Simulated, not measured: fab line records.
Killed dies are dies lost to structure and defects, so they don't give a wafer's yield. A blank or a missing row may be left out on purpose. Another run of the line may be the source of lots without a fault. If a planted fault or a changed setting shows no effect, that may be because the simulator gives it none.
Lot-split experiment + flow rit_cmos + route with 202 steps; 5 lots, 23 wafers read

THE SPLIT
At RIT_CONTACT_COAT_03 (resist thk 1000 nm), the setting resist_thk_nm was moved away from the recipe's 1000 nm on 8 of the 23 wafers read, by -2.6% to +4.8%. For the rest of the wafers, this setting stayed at what the recipe calls for.

Reading taken at the split's own step.

THE READING
NOVOLAK_of_CONTACT_COAT_03.thk_nm (the simulator's own value, which no gauge read), in nm, at RIT_CONTACT_COAT_03 (resist thk 1000 nm). No usual value for it is given in the file. Here, 15 wafers ran the recipe; their average is 1002.4 nm with a standard deviation of 2.1 nm.

| wafer  | tool, chamber at the split | resist_thk_nm as run, nm | against the recipe | NOVOLAK_of_CONTACT_COAT_03.thk_nm, nm | against lot-mates on the recipe |
|--------|----------------------------|--------------------------|--------------------|---------------------------------------|---------------------------------|
| L078.1 | litho_track-04, 0          | 1048                     | +4.8%              | 1052                                  | +50.0                           |
| L078.3 | litho_track-04, 0          | 1000                     | recipe             | 1002                                  | -                               |
| L078.5 | litho_track-04, 0          | 1000                     | recipe             | 1002                                  | -                               |
| L078.6 | litho_track-04, 0          | 1000                     | recipe             | 1002                                  | -                               |
| L078.4 | litho_track-04, 0          | 1048                     | +4.8%              | 1047                                  | +45.0                           |
| L079.1 | litho_track-03, 0          | 1000                     | recipe             | 999.3                                 | -                               |
| L079.2 | litho_track-03, 0          | 974.1                    | -2.6%              | 969.1                                 | -29.2                           |
| L079.3 | litho_track-03, 0          | 1000                     | recipe             | 997.4                                 | -                               |
| L079.5 | litho_track-03, 0          | 974.1                    | -2.6%              | 974.8                                 | -23.5                           |
| L079.6 | litho_track-03, 0          | 974.1                    | -2.6%              | 971.6                                 | -26.7                           |
| L080.1 | litho_track-02, 0          | 1000                     | recipe             | 1000                                  | -                               |
| L080.2 | litho_track-02, 0          | 1000                     | recipe             | 1003                                  | -                               |
| L080.3 | litho_track-02, 0          | 1000                     | recipe             | 1005                                  | -                               |
| L080.5 | litho_track-02, 0          | 1000                     | recipe             | 1005                                  | -                               |
| L080.6 | litho_track-02, 0          | 1000                     | recipe             | 1005                                  | -                               |
| L081.1 | litho_track-04, 0          | 1037                     | +3.7%              | 1037                                  | +34.5                           |
| L081.3 | litho_track-04, 0          | 1000                     | recipe             | 1003                                  | -                               |
| L081.4 | litho_track-04, 0          | 1000                     | recipe             | 1002                                  | -                               |
| L081.5 | litho_track-04, 0          | 1037                     | +3.7%              | 1039                                  | +36.5                           |
| L081.6 | litho_track-04, 0          | 1037                     | +3.7%              | 1038                                  | +35.5                           |
| L084.1 | litho_track-02, 0          | 1000                     | recipe             | 1005                                  | -                               |
| L084.2 | litho_track-02, 0          | 1000                     | recipe             | 1002                                  | -                               |
| L084.3 | litho_track-02, 0          | 1000                     | recipe             | 1003                                  | -                               |

THE FIT
A straight line over all 23 wafers: NOVOLAK_of_CONTACT_COAT_03.thk_nm changes by +10.2 nm for each +1% of resist_thk_nm; r = +0.99; the points scatter about the line by 2.7 nm.
The same after taking each lot's own level away (the mean of its wafers on the recipe; 23 wafers): +9.87 nm for each +1%; r = +1.00; scatter 1.7 nm.
According to that fit, moving resist_thk_nm by its largest amount changes the reading by 47 nm.
Across the lots, their own levels run from 998.35 to 1003.60 nm, a range of 2.4 times the standard deviation given above.
So the lot-to-lot level changes the slope little: the two slopes agree.
Check: +46.3 nm against its lot-mates is what the line predicts for one of the wafers moved furthest among these (+4.8%) when that wafer is left out of the fit. It came out at +50 nm against them.

ADDITIONAL SPLITS CARRIED BY THESE WAFERS
Note: prior to the reading, these wafers also went through further splits. Each is held against what the fit with the lots' levels taken away leaves over:
| other split on the same wafers  | wafers away from the commonest value | r with NOVOLAK_of_CONTACT_COAT_03.thk_nm (lot level and that fit taken away) |
|---------------------------------|--------------------------------------|------------------------------------------------------------------------------|
| RIT_SILICIDE_SPUTTER_01 power_w | 5                                    | -0.13                                                                        |

FILE'S OWN FIT
NOVOLAK_of_CONTACT_COAT_03.thk_nm changes by +9.94 nm for each +1% of resist_thk_nm, r = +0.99.
